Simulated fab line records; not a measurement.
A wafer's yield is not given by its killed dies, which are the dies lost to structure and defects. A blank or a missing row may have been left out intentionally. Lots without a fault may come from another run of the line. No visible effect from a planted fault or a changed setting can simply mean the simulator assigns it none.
fab line records	flow rit_cmos
[record] lots = 5	wafers = 23
route steps=202 shown ACTIVE@4 FOX1@20 NWELL@36 PWELL@46 WELLDRIVE@50 NRETRO@54 PRETRO@72 GATE@84 NLDD@111 SPACER@128 PSD@147 SDANNEAL@153 M1@202
start_h: the number of hours between the record's first day and the start of the first shown wafer of the lot	wait_h: time in hours since the lot's previous step	" as in the row above	L1.1+2: one row covering several wafers at once	- value missing, or start not given	* or withheld: withheld	< > ~ a bound
route shown NAME@n: a module of which the file shows steps, and the number in the route of the first	usual: mean/standard deviation of fault-free wafers	same: alike in all rows	chamber/n: place in a boat	sites: readings site by site	_std_site: their standard deviation	_edge_site: the outer-site mean with the inner-site mean subtracted	radius_mm: for every site, how far away it sits from the centre of the wafer	mask NAME#n: copy n	behind: tool/chamber where the wafer was last shaped	hold: reason for holding the lot/hours on hold/outcome of the hold	device: transistor that didn't switch, given as n, p or np	end of line: tests run on the same wafers once the route is complete	a step with no rows: only its recipe	killed: dies lost to structure and defects at the first sort, not the wafer's yield	map: the dies of a wafer, with x for killed, . for not killed, _ for no die there
set.NAME: the setting as run; set.NAME@STEP: as run at that earlier step	model.NAME: the simulator's own value behind a step, which no gauge read
lots whose settings were changed on purpose; a table a step, a row a wafer
[[steps]]
[step RIT_ACTIVE_CVD_03]
[recipe] material = Si3N4	target_thk_nm = 150	temp_c = 810	precursor = SiH2Cl2/NH3	time_s = 1500	pressure_mtorr = 300	sih2cl2_flow_sccm = 60	nh3_flow_sccm = 150
lot.wafer	tool	chamber	start_h	wait_h	set.nh3_flow_sccm
L074.1+2+4+5+6	-	-	-	0.1	150
L075.1+2+3+5+6	-	-	-	0.1	158.1
L076.2+3+4+5+6	-	-	-	0.0	134.1
L081.1+2+3+4+5	-	-	-	0.1	132.8
L083.1+3+5	lpcvd-02	0	57.11	0.1	150
[step RIT_ACTIVE_ETCH_13]
[recipe] stop_on = SiO2	chemistry = SF6	target = Si3N4	time_s = 210	over_etch_frac = 0.4	SF6_flow_sccm = 200	pressure_mtorr = 260	rf_w = 125	target_depth_a = 2100
lot.wafer	tool	chamber	start_h	wait_h	set.rf_w
L074.1+2+4	rie_diel-03	0,1,3	14.83	0.1	125
L074.5+6	"	3,2	"	"	118.5
L075.1+3+6	rie_diel-04	1,3,3	19.83	0.1	125
L075.2+5	"	2,1	"	"	132.9
L076.2+3+5	rie_diel-01	0,2,1	25.54	0.1	125
L076.4+6	"	1,2	"	"	131
L081.1+2+3+4+5	rie_diel-01	1,3,2,0,0	49.71	0.1	125
L083.1+3+5	rie_diel-01	2,3,2	59.83	0.1	125
[step RIT_ACTIVE_STRIP_14]
[recipe] chemistry = O2	time_s = 180	resist = NOVOLAK	platen_temp_c = withheld	power_w = 500	pressure_mtorr = 4000	o2_flow_sccm = 4000
[step RIT_ACTIVE_CLEAN_16]
[recipe] chemistry = dHF	dilution = 50:1	time_s = 31.17
[step RIT_ACTIVE_CLEAN_17]
[recipe] chemistry = SC2	mix = 3:3:50	time_s = 600	temp_c = 75	dry = n2_spin
[step RIT_FOX1_OXIDATION_00]
[recipe] temp_c = 1100	ambient = H2O	target_thk_a = 3507	p_h2o_torr = 720	ox_time_s = 1130
lot.wafer	tool	chamber	start_h	wait_h	set.nh3_flow_sccm@ACTIVE_CVD_03	model.Si3N4_of_ACTIVE_CVD_03.thk_nm
L074.1	furnace-03	0	16.15	0.5	150	142
L074.2+6	"	0	"	"	150	141.9
L074.4	"	0	"	"	150	141.8
L074.5	"	0	"	"	150	143.2
L075.1	furnace-01	0	20.91	0.0	158.1	148.6
L075.2	"	0	"	"	158.1	148.3
L075.3	"	0	"	"	158.1	148.1
L075.5	"	0	"	"	158.1	150.5
L075.6	"	0	"	"	158.1	148.8
L076.2	furnace-01	0	26.34	0.0	134.1	130.7
L076.3+4	"	0	"	"	134.1	131.9
L076.5	"	0	"	"	134.1	131.6
L076.6	"	0	"	"	134.1	131.2
L081.1	furnace-04	0	50.71	0.2	132.8	129.5
L081.2	"	0	"	"	132.8	130.7
L081.3+5	"	0	"	"	132.8	130.6
L081.4	"	0	"	"	132.8	130.8
L083.1	furnace-03	0	60.65	0.0	150	144.9
L083.3	"	0	"	"	150	145.7
L083.5	"	0	"	"	150	144
[step RIT_NWELL_IMPLANT_08]
[recipe] species = P	energy_kev = 170	dose_cm2 = 5e+13	tilt_deg = 7
lot.wafer	tool	chamber	start_h	wait_h	set.dose_cm2
L074.1+2+4+5+6	implanter-04	0	21.20	0.2	5e+13
L075.1+2+6	implanter-03	0	29.48	0.2	5e+13
L075.3+5	"	0	"	"	4.648e+13
L076.2+5+6	implanter-04	0	31.52	0.2	5e+13
L076.3+4	"	0	"	"	5.121e+13
L081.1+5	implanter-04	0	55.75	0.2	4.76e+13
L081.2+3+4	"	0	"	"	5e+13
L083.1+3+5	implanter-01	0	65.68	0.2	5e+13
[step RIT_NWELL_STRIP_09]
[recipe] chemistry = O2	time_s = 180	resist = NOVOLAK	platen_temp_c = withheld	power_w = 500	pressure_mtorr = 4000	o2_flow_sccm = 4000
[step RIT_NWELL_TW_MEAS_10]
[usual] NWELL_TW = 2148/12
lot.wafer	tool	chamber	start_h	wait_h	set.dose_cm2@NWELL_IMPLANT_08	NWELL_TW
L074.1	film_metro-03	-	21.53	0.1	5e+13	2152
L074.2	"	-	"	"	5e+13	2166
L074.4	"	-	"	"	5e+13	2155
L074.5	"	-	"	"	5e+13	2153
L074.6	"	-	"	"	5e+13	2178
L075.1	film_metro-02	-	29.80	0.1	5e+13	2134
L075.2	"	-	"	"	5e+13	2141
L075.3	"	-	"	"	4.648e+13	2094
L075.5	"	-	"	"	4.648e+13	2084
L075.6	"	-	"	"	5e+13	2127
L076.2	film_metro-03	-	31.83	0.1	5e+13	2173
L076.3	"	-	"	"	5.121e+13	2191
L076.4	"	-	"	"	5.121e+13	2181
L076.5	"	-	"	"	5e+13	2167
L076.6	"	-	"	"	5e+13	2161
L081.1	film_metro-03	-	56.07	0.1	4.76e+13	2128
L081.2	"	-	"	"	5e+13	2161
L081.3	"	-	"	"	5e+13	2172
L081.4	"	-	"	"	5e+13	2164
L081.5	"	-	"	"	4.76e+13	2130
L083.1	film_metro-02	-	66.01	0.1	5e+13	2141
L083.3	"	-	"	"	5e+13	2147
L083.5	"	-	"	"	5e+13	2138
[step RIT_PWELL_HARDBAKE_07]
[recipe] resist = NOVOLAK	temp_c = 140	time_s = 120
lot.wafer	tool	chamber	start_h	wait_h	set.temp_c
L074.1+2	litho_track-01	0	22.53	0.0	140
L074.4+5+6	"	0	"	"	138.2
L075.1+2+3+5+6	litho_track-02	0	30.93	0.0	140
L076.2+4+6	litho_track-01	0	32.96	0.1	140
L076.3+5	"	0	"	"	136.8
L081.1+2+5	litho_track-01	0	57.17	0.0	142.5
L081.3+4	"	0	"	"	140
L083.1+3+5	litho_track-01	0	66.98	0.0	140
[step RIT_PWELL_IMPLANT_08]
[recipe] species = B	energy_kev = 172.1	dose_cm2 = 7e+13	tilt_deg = 7
[step RIT_PWELL_STRIP_09]
[recipe] chemistry = O2	time_s = 180	resist = NOVOLAK	platen_temp_c = withheld	power_w = 500	pressure_mtorr = 4000	o2_flow_sccm = 4000
[step RIT_WELLDRIVE_ANNEAL_00]
[recipe] temp_c = 1100	time_s = 14700	ambient = N2
[step RIT_WELLDRIVE_RS_MEAS_01]
[recipe] thk_meas_gauge = four-point-probe
[usual] NWELL_RS = 275.5/0.91
lot.wafer	tool	chamber	start_h	wait_h	set.dose_cm2@NWELL_IMPLANT_08	NWELL_RS[ohm/sq]
L074.1	film_metro-02	-	28.40	0.0	5e+13	275.5
L074.2	"	-	"	"	5e+13	274.5
L074.4	"	-	"	"	5e+13	275.0
L074.5	"	-	"	"	5e+13	275.4
L074.6	"	-	"	"	5e+13	274.1
L075.1	film_metro-04	-	36.65	0.0	5e+13	276.9
L075.2	"	-	"	"	5e+13	276.3
L075.3	"	-	"	"	4.648e+13	289.8
L075.5	"	-	"	"	4.648e+13	289.6
L075.6	"	-	"	"	5e+13	276.8
L076.2	film_metro-04	-	38.66	0.0	5e+13	277.1
L076.3	"	-	"	"	5.121e+13	273.1
L076.4	"	-	"	"	5.121e+13	273.2
L076.5	"	-	"	"	5e+13	276.8
L076.6	"	-	"	"	5e+13	276.7
L081.1	film_metro-03	-	62.89	0.0	4.76e+13	282.5
L081.2	"	-	"	"	5e+13	274.5
L081.3	"	-	"	"	5e+13	274.8
L081.4	"	-	"	"	5e+13	275.1
L081.5	"	-	"	"	4.76e+13	283.5
L083.1	film_metro-04	-	72.70	0.0	5e+13	276.7
L083.3	"	-	"	"	5e+13	276.3
L083.5	"	-	"	"	5e+13	276.4
[step RIT_NRETRO_COAT_01]
[recipe] resist = NOVOLAK	spin_rpm = 2000	resist_thk_nm = 1300
lot.wafer	tool	chamber	start_h	wait_h	set.resist_thk_nm	model.NOVOLAK_of_NRETRO_COAT_01.thk_nm
L074.1	litho_track-01	0	28.79	0.1	1378	1379
L074.2+6	"	0	"	"	1300	1297
L074.4	"	0	"	"	1300	1299
L074.5	"	0	"	"	1378	1376
L075.1	litho_track-02	0	37.04	0.1	1300	1298
L075.2	"	0	"	"	1233	1235
L075.3	"	0	"	"	1233	1233
L075.5	"	0	"	"	1300	1297
L075.6	"	0	"	"	1300	1304
L076.2	litho_track-04	0	39.06	0.1	1233	1238
L076.3	"	0	"	"	1300	1301
L076.4	"	0	"	"	1233	1235
L076.5	"	0	"	"	1233	1231
L076.6	"	0	"	"	1300	1303
L081.1+2	litho_track-02	0	63.28	0.1	1300	1295
L081.3	"	0	"	"	1300	1290
L081.4	"	0	"	"	1300	1297
L081.5	"	0	"	"	1300	1293
L083.1+3	litho_track-02	0	73.09	0.1	1300	1301
L083.5	"	0	"	"	1300	1299
[step RIT_NRETRO_DEVELOP_05]
[recipe] resist = NOVOLAK	develop_time_s = 68	dev_temp_c = 23
lot.wafer	tool	chamber	start_h	wait_h	set.develop_time_s
L074.1+5+6	litho_track-01	0	-	-	68
L074.2+4	"	0	"	"	74.31
L075.1+2+3+5+6	litho_track-04	0	-	-	68
L076.2+3+5	litho_track-01	0	-	-	68
L076.4+6	"	0	"	"	63.17
L081.1+3+4	litho_track-02	0	-	-	68
L081.2+5	"	0	"	"	76.39
L083.1+3+5	litho_track-04	0	-	-	68
[step RIT_NRETRO_HARDBAKE_07]
[recipe] resist = NOVOLAK	temp_c = 140	time_s = 120
lot.wafer	tool	chamber	start_h	wait_h	set.resist_thk_nm@NRETRO_COAT_01	model.NOVOLAK_of_NRETRO_COAT_01.thk_nm
L074.1	litho_track-04	0	29.56	0.0	1378	1205
L074.2	"	0	"	"	1300	1135
L074.4	"	0	"	"	1300	1136
L074.5	"	0	"	"	1378	1202
L074.6	"	0	"	"	1300	1134
L075.1	litho_track-04	0	37.80	0.0	1300	1135
L075.2	"	0	"	"	1233	1081
L075.3	"	0	"	"	1233	1079
L075.5	"	0	"	"	1300	1134
L075.6	"	0	"	"	1300	1140
L076.2	litho_track-01	0	40.07	0.2	1233	1083
L076.3	"	0	"	"	1300	1138
L076.4	"	0	"	"	1233	1081
L076.5	"	0	"	"	1233	1078
L076.6	"	0	"	"	1300	1139
L081.1	litho_track-01	0	64.22	0.1	1300	1133
L081.2	"	0	"	"	1300	1132
L081.3	"	0	"	"	1300	1128
L081.4	"	0	"	"	1300	1134
L081.5	"	0	"	"	1300	1131
L083.1+3	litho_track-02	0	73.86	0.0	1300	1138
L083.5	"	0	"	"	1300	1136
[step RIT_PRETRO_IMPLANT_08]
[recipe] species = B	energy_kev = 45	dose_cm2 = 1.2e+13	tilt_deg = 7
lot.wafer	tool	chamber	start_h	wait_h	set.dose_cm2
L074.1+2+4	implanter-03	0	31.82	0.2	1.254e+13
L074.5+6	"	0	"	"	1.2e+13
L075.1+2+3+5+6	implanter-02	0	39.87	0.2	1.2e+13
L076.2+5	implanter-03	0	41.97	0.2	1.23e+13
L076.3+4+6	"	0	"	"	1.2e+13
L081.1+3+5	implanter-03	0	66.15	0.2	1.2e+13
L081.2+4	"	0	"	"	1.287e+13
L083.1+3+5	implanter-02	0	75.66	0.2	1.2e+13
[step RIT_PRETRO_STRIP_09]
[recipe] chemistry = O2	time_s = 180	resist = NOVOLAK	platen_temp_c = withheld	power_w = 500	pressure_mtorr = 4000	o2_flow_sccm = 4000
[step RIT_PRETRO_TW_MEAS_10]
[usual] PRETRO_TW = 475.4/1.9
lot.wafer	tool	chamber	start_h	wait_h	set.dose_cm2@PRETRO_IMPLANT_08	PRETRO_TW
L074.1	film_metro-02	-	32.15	0.1	1.254e+13	482.1
L074.2	"	-	"	"	1.254e+13	482.5
L074.4	"	-	"	"	1.254e+13	482.4
L074.5	"	-	"	"	1.2e+13	473.5
L074.6	"	-	"	"	1.2e+13	473.7
L075.1	film_metro-01	-	40.20	0.1	1.2e+13	477.8
L075.2	"	-	"	"	1.2e+13	477.9
L075.3	"	-	"	"	1.2e+13	480.1
L075.5	"	-	"	"	1.2e+13	476.6
L075.6	"	-	"	"	1.2e+13	479.4
L076.2	film_metro-04	-	42.28	0.1	1.23e+13	479.0
L076.3	"	-	"	"	1.2e+13	476.0
L076.4	"	-	"	"	1.2e+13	474.8
L076.5	"	-	"	"	1.23e+13	477.5
L076.6	"	-	"	"	1.2e+13	475.4
L081.1	film_metro-02	-	66.47	0.1	1.2e+13	473.9
L081.2	"	-	"	"	1.287e+13	487.7
L081.3	"	-	"	"	1.2e+13	476.2
L081.4	"	-	"	"	1.287e+13	486.6
L081.5	"	-	"	"	1.2e+13	476.1
L083.1	film_metro-04	-	75.99	0.1	1.2e+13	476.4
L083.3	"	-	"	"	1.2e+13	475.1
L083.5	"	-	"	"	1.2e+13	475.6
[step RIT_GATE_CVD_08]
[recipe] material = poly-Si	target_thk_nm = 250	temp_c = 610	precursor = SiH4	time_s = 2220	pressure_mtorr = 300	sih4_flow_sccm = 100
lot.wafer	tool	chamber	start_h	wait_h	set.sih4_flow_sccm	model.poly-Si_of_GATE_CVD_08.thk_nm
L074.1	-	-	-	0.1	89.29	224.3
L074.2	"	-	"	"	89.29	223.3
L074.4	"	-	"	"	89.29	222.3
L074.5	"	-	"	"	89.29	224.8
L074.6	"	-	"	"	89.29	223.9
L075.1	-	-	-	1.0	95.74	238.1
L075.2+3	"	-	"	"	95.74	239.3
L075.5	"	-	"	"	95.74	237.1
L075.6	"	-	"	"	95.74	239.9
L076.2	-	-	-	0.7	92.35	230
L076.3	"	-	"	"	92.35	230.5
L076.4	"	-	"	"	92.35	232.2
L076.5	"	-	"	"	92.35	230.9
L076.6	"	-	"	"	92.35	232.1
L081.1	-	-	-	0.1	113.8	286.5
L081.2	"	-	"	"	113.8	288
L081.3	"	-	"	"	113.8	286.7
L081.4	"	-	"	"	113.8	289.2
L081.5	"	-	"	"	113.8	288.2
L083.1	lpcvd-02	0	78.77	0.1	100	252.9
L083.3	"	0	"	"	100	249.9
L083.5	"	0	"	"	100	251.8
[step RIT_GATE_THK_MEAS_09]
[recipe] reads = poly-Si_of_GATE_CVD_08
[usual] GATE_POLY_THK = 250.6/2.1
lot.wafer	tool	chamber	start_h	wait_h	set.sih4_flow_sccm@GATE_CVD_08	GATE_POLY_THK[nm]
L074.1	film_metro-01	-	-	-	89.29	224.3
L074.2	"	-	"	"	89.29	223.2
L074.4	"	-	"	"	89.29	222.5
L074.5	"	-	"	"	89.29	224.9
L074.6	"	-	"	"	89.29	223.9
L075.1	film_metro-02	-	-	-	95.74	238.0
L075.2	"	-	"	"	95.74	239.2
L075.3	"	-	"	"	95.74	239.4
L075.5	"	-	"	"	95.74	237.2
L075.6	"	-	"	"	95.74	239.9
L076.2	film_metro-03	-	-	-	92.35	230.0
L076.3	"	-	"	"	92.35	230.5
L076.4	"	-	"	"	92.35	232.3
L076.5	"	-	"	"	92.35	231.0
L076.6	"	-	"	"	92.35	232.2
L081.1	film_metro-03	-	-	-	113.8	286.6
L081.2	"	-	"	"	113.8	288.0
L081.3	"	-	"	"	113.8	286.7
L081.4	"	-	"	"	113.8	289.3
L081.5	"	-	"	"	113.8	288.1
L083.1	film_metro-01	-	80.39	0.0	100	252.9
L083.3	"	-	"	"	100	249.8
L083.5	"	-	"	"	100	251.8
[step RIT_GATE_DEVELOP_15]
[recipe] resist = NOVOLAK	develop_time_s = 50	dev_temp_c = 23
lot.wafer	tool	chamber	start_h	wait_h	set.dev_temp_c
L074.1+4+5	litho_track-04	0	-	-	23
L074.2+6	"	0	"	"	19.75
L075.1+3+6	litho_track-03	0	-	-	24.94
L075.2+5	"	0	"	"	23
L076.2+3	litho_track-03	0	-	-	23
L076.4+5+6	"	0	"	"	21.08
L081.1+3	litho_track-04	0	-	-	26.19
L081.2+4+5	"	0	"	"	23
L083.1+3+5	litho_track-02	0	-	-	23
[step RIT_GATE_HARDBAKE_18]
[recipe] resist = NOVOLAK	temp_c = 140	time_s = 60
[step RIT_GATE_ETCH_19]
[recipe] chemistry = SF6/CHF3/O2	time_s = 165	SF6_flow_sccm = 30	CHF3_flow_sccm = 30	O2_flow_sccm = 5	target = poly-Si	pressure_mtorr = 40	rf_w = 160	target_depth_a = 3125	over_etch_frac = 0.25	stop_on = SiO2
[usual] oes_product_au = 0.861/0.014
lot.wafer	tool	chamber	start_h	wait_h	set.sih4_flow_sccm@GATE_CVD_08	oes_product_au
L074.1	rie_si-01	3	36.90	0.1	89.29	0.815
L074.2	"	1	"	"	89.29	0.801
L074.4	"	2	"	"	89.29	0.777
L074.5	"	0	"	"	89.29	0.784
L074.6	"	3	"	"	89.29	0.813
L075.1	rie_si-02	3	46.49	0.1	95.74	0.835
L075.2	"	0	"	"	95.74	0.826
L075.3	"	2	"	"	95.74	0.814
L075.5	"	3	"	"	95.74	0.837
L075.6	"	2	"	"	95.74	0.824
L076.2	rie_si-01	1	47.74	0.1	92.35	0.828
L076.3	"	0	"	"	92.35	0.802
L076.4	"	0	"	"	92.35	0.811
L076.5	"	1	"	"	92.35	0.819
L076.6	"	3	"	"	92.35	0.830
L081.1	rie_si-01	2	72.71	0.1	113.8	0.946
L081.2	"	3	"	"	113.8	0.970
L081.3	"	1	"	"	113.8	0.969
L081.4	"	0	"	"	113.8	0.950
L081.5	"	1	"	"	113.8	0.951
L083.1	rie_si-01	1	81.89	0.1	100	0.882
L083.3	"	2	"	"	100	0.855
L083.5	"	1	"	"	100	0.872
[step RIT_NLDD_IMPLANT_08]
[recipe] species = P	energy_kev = 20	dose_cm2 = 5e+14	tilt_deg = 7
lot.wafer	tool	chamber	start_h	wait_h	set.dose_cm2
L074.1+2+6	implanter-04	0	41.52	0.1	5.336e+14
L074.4+5	"	0	"	"	5e+14
L075.1+2+3+5+6	implanter-03	0	51.23	0.1	5e+14
L076.2+4	implanter-01	0	52.27	0.1	5e+14
L076.3+5+6	"	0	"	"	4.833e+14
L081.1+3+4	implanter-01	0	77.14	0.1	5.142e+14
L081.2+5	"	0	"	"	5e+14
L083.1+3+5	implanter-03	0	86.43	0.1	5e+14
[step RIT_NLDD_STRIP_09]
[recipe] chemistry = O2	time_s = 180	resist = NOVOLAK	platen_temp_c = withheld	power_w = 513.6	pressure_mtorr = 4000	o2_flow_sccm = 4000
[step RIT_NLDD_TW_MEAS_10]
[usual] NLDD_TW = 2499/10
lot.wafer	tool	chamber	start_h	wait_h	set.dose_cm2@NLDD_IMPLANT_08	NLDD_TW
L074.1	film_metro-01	-	41.85	0.1	5.336e+14	2546
L074.2	"	-	"	"	5.336e+14	2551
L074.4	"	-	"	"	5e+14	2502
L074.5	"	-	"	"	5e+14	2505
L074.6	"	-	"	"	5.336e+14	2549
L075.1	film_metro-01	-	51.55	0.1	5e+14	2501
L075.2	"	-	"	"	5e+14	2495
L075.3	"	-	"	"	5e+14	2499
L075.5	"	-	"	"	5e+14	2503
L075.6	"	-	"	"	5e+14	2498
L076.2	film_metro-01	-	52.58	0.1	5e+14	2505
L076.3	"	-	"	"	4.833e+14	2475
L076.4	"	-	"	"	5e+14	2486
L076.5	"	-	"	"	4.833e+14	2481
L076.6	"	-	"	"	4.833e+14	2467
L081.1	film_metro-03	-	77.47	0.1	5.142e+14	2510
L081.2	"	-	"	"	5e+14	2488
L081.3	"	-	"	"	5.142e+14	2501
L081.4	"	-	"	"	5.142e+14	2523
L081.5	"	-	"	"	5e+14	2501
L083.1	film_metro-01	-	86.76	0.1	5e+14	2486
L083.3	"	-	"	"	5e+14	2504
L083.5	"	-	"	"	5e+14	2492
[step RIT_SPACER_CVD_03]
[recipe] material = Si3N4	target_thk_nm = 250	temp_c = 810	precursor = SiH2Cl2/NH3	time_s = 3300	pressure_mtorr = 300	sih2cl2_flow_sccm = 60	nh3_flow_sccm = 150
lot.wafer	tool	chamber	start_h	wait_h	set.nh3_flow_sccm
L074.1+2+4+5+6	-	-	-	0.0	150
L075.1+2+3+5+6	-	-	-	0.0	165.7
L076.2+3+4+5+6	-	-	-	0.0	155.9
L081.1+2+3+4+5	-	-	-	0.0	171.6
L083.1+3+5	lpcvd-02	0	88.71	0.0	150
[step RIT_PSD_DEVELOP_05]
[recipe] resist = NOVOLAK	develop_time_s = 50	dev_temp_c = 23
lot.wafer	tool	chamber	start_h	wait_h	set.develop_time_s
L074.1+5+6	litho_track-03	0	-	-	50
L074.2+4	"	0	"	"	47.88
L075.1+2	litho_track-04	0	-	-	54.52
L075.3+5+6	"	0	"	"	50
L076.2+5+6	litho_track-04	0	-	-	50
L076.3+4	"	0	"	"	55.45
L081.1+2+4	litho_track-03	0	-	-	50
L081.3+5	"	0	"	"	43.76
L083.1+3+5	litho_track-04	0	-	-	50
[step RIT_PSD_HARDBAKE_07]
[recipe] resist = NOVOLAK	temp_c = 140	time_s = 60
[step RIT_PSD_STRIP_09]
[recipe] chemistry = O2	time_s = 180	resist = NOVOLAK	platen_temp_c = withheld	power_w = 500	pressure_mtorr = 4000	o2_flow_sccm = 4000
[step RIT_SDANNEAL_CLEAN_00]
[recipe] chemistry = SC1	mix = 3:3:50	time_s = 600	temp_c = 75
lot.wafer	tool	chamber	start_h	wait_h	set.nh3_flow_sccm@SPACER_CVD_03	model.Si3N4_of_SPACER_CVD_03.thk_nm
L074.1+6	wet_bench-03	1	49.20	0.1	150	199.8
L074.2	"	1	"	"	150	197.8
L074.4	"	1	"	"	150	197.2
L074.5	"	1	"	"	150	199.9
L075.1	wet_bench-02	1	58.85	0.1	165.7	213.1
L075.2	"	1	"	"	165.7	209.6
L075.3	"	1	"	"	165.7	212
L075.5	"	1	"	"	165.7	213.6
L075.6	"	1	"	"	165.7	212.1
L076.2	wet_bench-02	0	59.84	0.0	155.9	200.5
L076.3	"	0	"	"	155.9	204.8
L076.4	"	0	"	"	155.9	201
L076.5	"	0	"	"	155.9	203.8
L076.6	"	0	"	"	155.9	202.6
L081.1	wet_bench-02	1	84.48	0.1	171.6	218.6
L081.2	"	1	"	"	171.6	217.2
L081.3	"	1	"	"	171.6	215.6
L081.4	"	1	"	"	171.6	221
L081.5	"	1	"	"	171.6	216.5
L083.1	wet_bench-03	3	93.68	0.1	150	201.2
L083.3	"	3	"	"	150	199.5
L083.5	"	3	"	"	150	198.9
[step RIT_M1_PROBE_99]
lot.wafer	tool	chamber	start_h	wait_h	set.dev_temp_c@GATE_DEVELOP_15	model.etest.pmos_0p15.r_on_ohm_um	model.etest.pmos_0p3.r_on_ohm_um	model.etest.pmos_turned.r_on_ohm_um
L074.1	prober-02	-	56.90	0.1	23	2776	6264	3365
L074.2	prober-02	-	56.95	0.1	19.75	2352	5806	2923
L074.4	prober-02	-	57.05	0.2	23	2862	6298	3480
L074.5	prober-02	-	57.10	0.2	23	2748	6227	3358
L074.6	prober-02	-	57.15	0.2	19.75	2304	5857	2905
L075.1	prober-01	-	67.00	0.1	24.94	3193	6597	3940
L075.2	prober-01	-	67.05	0.1	23	2955	6293	3720
L075.3	prober-01	-	67.10	0.2	24.94	3239	6625	3997
L075.5	prober-01	-	67.20	0.2	23	2978	6316	3733
L075.6	prober-01	-	67.25	0.2	24.94	3272	6624	4025
L076.2	prober-02	-	68.55	0.1	23	3086	6681	3889
L076.3	prober-02	-	68.60	0.2	23	2969	6511	3681
L076.4	prober-02	-	68.65	0.2	21.08	2667	6222	3400
L076.5	prober-02	-	68.70	0.2	21.08	2765	6329	3474
L076.6	prober-02	-	68.75	0.2	21.08	2815	6295	3650
L081.1	prober-01	-	93.31	0.1	26.19	3433	6816	4555
L081.2	prober-01	-	93.36	0.1	23	3057	6527	4214
L081.3	prober-01	-	93.41	0.2	26.19	3617	7075	4914
L081.4	prober-01	-	93.46	0.2	23	3023	6578	4255
L081.5	prober-01	-	93.51	0.2	23	3069	6495	4302
L083.1	prober-01	-	102.36	0.1	23	2812	6340	3480
L083.3	prober-01	-	102.46	0.2	23	2866	6440	3497
L083.5	prober-01	-	102.56	0.2	23	2975	6470	3634
// killed by level:class
L083.1 GATE:geometric_particle:open=2
L083.3 GATE:geometric_particle:open=3 FOX2:geometric_particle:open=2 SILICIDE:geometric_particle:short=1
L083.5 GATE:geometric_particle:open=4 GATE:geometric_particle:short=2 FOX1:geometric_particle:open=1 REOX:geometric_particle:open=1
[[key]]
[split] step = RIT_ACTIVE_CVD_03	setting = nh3_flow_sccm	stated = 150	by = lot
[response] step = RIT_FOX1_OXIDATION_00	reading = model.Si3N4_of_ACTIVE_CVD_03.thk_nm	change = +1.09	per = 1%	r = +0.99
[split] step = RIT_ACTIVE_ETCH_13	setting = rf_w	stated = 125	by = wafer
response none clear
[split] step = RIT_NWELL_IMPLANT_08	setting = dose_cm2	stated = 5e+13	by = wafer
[response] step = RIT_NWELL_TW_MEAS_10	reading = NWELL_TW	change = +6.84	per = 1%	r = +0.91
[response] step = RIT_WELLDRIVE_RS_MEAS_01	reading = NWELL_RS	change = -1.78	per = 1%	r = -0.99
[split] step = RIT_PWELL_HARDBAKE_07	setting = temp_c	stated = 140	by = wafer
response none clear
[split] step = RIT_NRETRO_COAT_01	setting = resist_thk_nm	stated = 1300	by = wafer
[response] step = RIT_NRETRO_COAT_01	reading = model.NOVOLAK_of_NRETRO_COAT_01.thk_nm	change = +13.1	per = 1%	r = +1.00
[response] step = RIT_NRETRO_HARDBAKE_07	reading = model.NOVOLAK_of_NRETRO_COAT_01.thk_nm	change = +11.3	per = 1%	r = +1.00
[split] step = RIT_NRETRO_DEVELOP_05	setting = develop_time_s	stated = 68	by = wafer
response none clear
[split] step = RIT_PRETRO_IMPLANT_08	setting = dose_cm2	stated = 1.2e+13	by = wafer
[response] step = RIT_PRETRO_TW_MEAS_10	reading = PRETRO_TW	change = +1.67	per = 1%	r = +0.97
[split] step = RIT_GATE_CVD_08	setting = sih4_flow_sccm	stated = 100	by = lot
[response] step = RIT_GATE_CVD_08	reading = model.poly-Si_of_GATE_CVD_08.thk_nm	change = +2.63	per = 1%	r = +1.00
[response] step = RIT_GATE_THK_MEAS_09	reading = GATE_POLY_THK	change = +2.63	per = 1%	r = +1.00
[response] step = RIT_GATE_ETCH_19	reading = oes_product_au	change = +0.00657	per = 1%	r = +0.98
[split] step = RIT_GATE_DEVELOP_15	setting = dev_temp_c	stated = 23	by = wafer
[response] step = RIT_M1_PROBE_99	reading = model.etest.pmos_turned.r_on_ohm_um	change = +33.8	per = 1%	r = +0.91
[response] step = RIT_M1_PROBE_99	reading = model.etest.pmos_0p3.r_on_ohm_um	change = +32	per = 1%	r = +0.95
[response] step = RIT_M1_PROBE_99	reading = model.etest.pmos_0p15.r_on_ohm_um	change = +33.4	per = 1%	r = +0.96
[split] step = RIT_NLDD_IMPLANT_08	setting = dose_cm2	stated = 5e+14	by = wafer
[response] step = RIT_NLDD_TW_MEAS_10	reading = NLDD_TW	change = +6.54	per = 1%	r = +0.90
[split] step = RIT_SPACER_CVD_03	setting = nh3_flow_sccm	stated = 150	by = lot
[response] step = RIT_SDANNEAL_CLEAN_00	reading = model.Si3N4_of_SPACER_CVD_03.thk_nm	change = +1.3	per = 1%	r = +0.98
[split] step = RIT_PSD_DEVELOP_05	setting = develop_time_s	stated = 50	by = wafer
response none clear
